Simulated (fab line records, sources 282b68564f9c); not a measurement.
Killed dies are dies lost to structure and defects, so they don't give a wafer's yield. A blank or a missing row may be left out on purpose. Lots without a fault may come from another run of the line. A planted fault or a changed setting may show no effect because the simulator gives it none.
A struck lot beside a sound one | flow rit_cmos | 15 steps out of a route of 202
Sound: wafers L797.1, L797.2, L797.4. Struck: wafers L809.1, L809.3, L809.4. The cause comes at the end.
At each step with rows: each side's tool, then ch and its chambers, then its first start. Under that, the readings that differ: sound wafers | struck wafers | difference of the means | sigmas: that difference in standard deviations of wafers without a fault.
alike: readings whose means differ by less than 2 such deviations, and words and numbers that are the same on both sides. not compared: withheld readings, readings that some wafer has no value for, bounds like >300 that may hide the same value, and numbers for which the record gives no deviation and whose values overlap.
The two part at a step that has a row with sigmas, a row that says differs or no value, or rows on one side only. Numbers that don't overlap but have no deviation are shown without sigmas and don't part them. A reading that every wafer of one side lacks parts them only if that side has two wafers or more.

first, 4 steps without rows for these wafers: RIT_PLDD_SOFTBAKE_02 (time 60 s); RIT_PLDD_EXPOSE_03 (exposes mask M8, target cd 40900 nm); RIT_PLDD_PEB_04; RIT_PLDD_DEVELOP_05 (develop time 50 s).
RIT_PLDD_OVL_MEAS_06:
  sound on overlay-02, day 3 00:34; struck on overlay-01, day 5 07:42
  alike: PLDD_OVL
then, 2 steps without rows for these wafers: RIT_PLDD_HARDBAKE_07 (time 60 s); RIT_PLDD_IMPLANT_08.
RIT_PLDD_STRIP_09: strips in O2, time 180 s.
  sound on plasma_asher-04 ch 0,1, day 3 00:53; struck on plasma_asher-02 ch 0,1, day 5 08:02
  alike: drypump_motor_current_A
  not compared: rf_hours_counter_h
RIT_PLDD_TW_MEAS_10:
  sound on film_metro-01, day 3 01:04; struck on film_metro-04, day 5 08:13
  alike: PLDD_TW
then, 3 steps without rows for these wafers: RIT_SPACER_CLEAN_00 (cleans in SC1, time 600 s); RIT_SPACER_CLEAN_01 (cleans in dHF, time 30 s); RIT_SPACER_CLEAN_02 (cleans in SC2, time 600 s).
RIT_SPACER_CVD_03: deposits Si3N4 from SiH2Cl2/NH3, target thk 250 nm, time 3300 s.
  sound on lpcvd-01 ch 0, day 3 01:38; struck on lpcvd-01 ch 0, day 5 08:53
  reading                                  | sound             | struck            | difference | sigmas
  spike_tc_centre_C (C)                    | 813.4 811.6 810.9 | 892.4 894.7 892.8 | +81.3      | +63
  spike_tc_load_C (C)                      | 832.6 833.4 832.6 | 914.8 915.5 913.3 | +81.7      | +37
  spike_tc_source_C (C)                    | 835.7 834.2 833.1 | 916.2 916.7 917.7 | +82.5      | +34
  susceptor_temp_C (C)                     | 810.0 809.7 810.8 | 892.5 892.4 891.9 | +82.1      | +99 or more
  zone_power_load_pct (%)                  | 23.3 23.4 23.7    | 29.1 28.7 29.1    | +5.5       | +3
  zone_power_source_pct (%)                | 19.1 19.3 19.5    | 24.3 24.2 24.0    | +4.9       | +3
  model.Si3N4_of_SPACER_CVD_03.thk_nm (nm) | 251.1 246.9 248.1 | 418.3 418.4 417.5 | +169.4     |
RIT_SPACER_THK_MEAS_04:
  sound on film_metro-04, day 3 03:33; struck on film_metro-03, day 5 10:48
  reading                 | sound             | struck            | difference | sigmas
  SPACER_NITRIDE_THK (nm) | 251.2 246.8 248.2 | 418.1 418.3 417.3 | +169.2     | +68
RIT_SPACER_ETCHBACK_05: etches Si3N4 in SF6/CHF3, stops on SiO2, target depth 250 nm, time 240 s.
  sound on rie_diel-01 ch 1,2,3, day 3 03:37; struck on rie_diel-04 ch 0,2,3, day 5 10:52
  reading                                  | sound             | struck            | difference | sigmas
  oes_product_au (a.u.)                    | 0.843 0.841 0.856 | 0.985 0.975 0.960 | +0.127     | +10
  model.Si3N4_of_SPACER_CVD_03.thk_nm (nm) | 196.8 194.3 197.2 | 330.6 330.2 330.7 | +134.4     |
  model.etch.depth_nm (nm)                 | 251.1 246.9 248.1 | 303 304.8 300.5   | +54        |
  alike: SF6_flow_sccm, drypump_motor_current_A, throttle_valve_pct
  not compared: rf_hours_counter_h

WHERE THEY PART
First at RIT_SPACER_CVD_03; last, within this record, at RIT_SPACER_ETCHBACK_05.

WHY: what the simulator had put in
Process parameter drift: lpcvd-01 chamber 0, from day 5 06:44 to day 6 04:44, at RIT_SPACER_CVD_03. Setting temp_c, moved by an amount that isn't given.
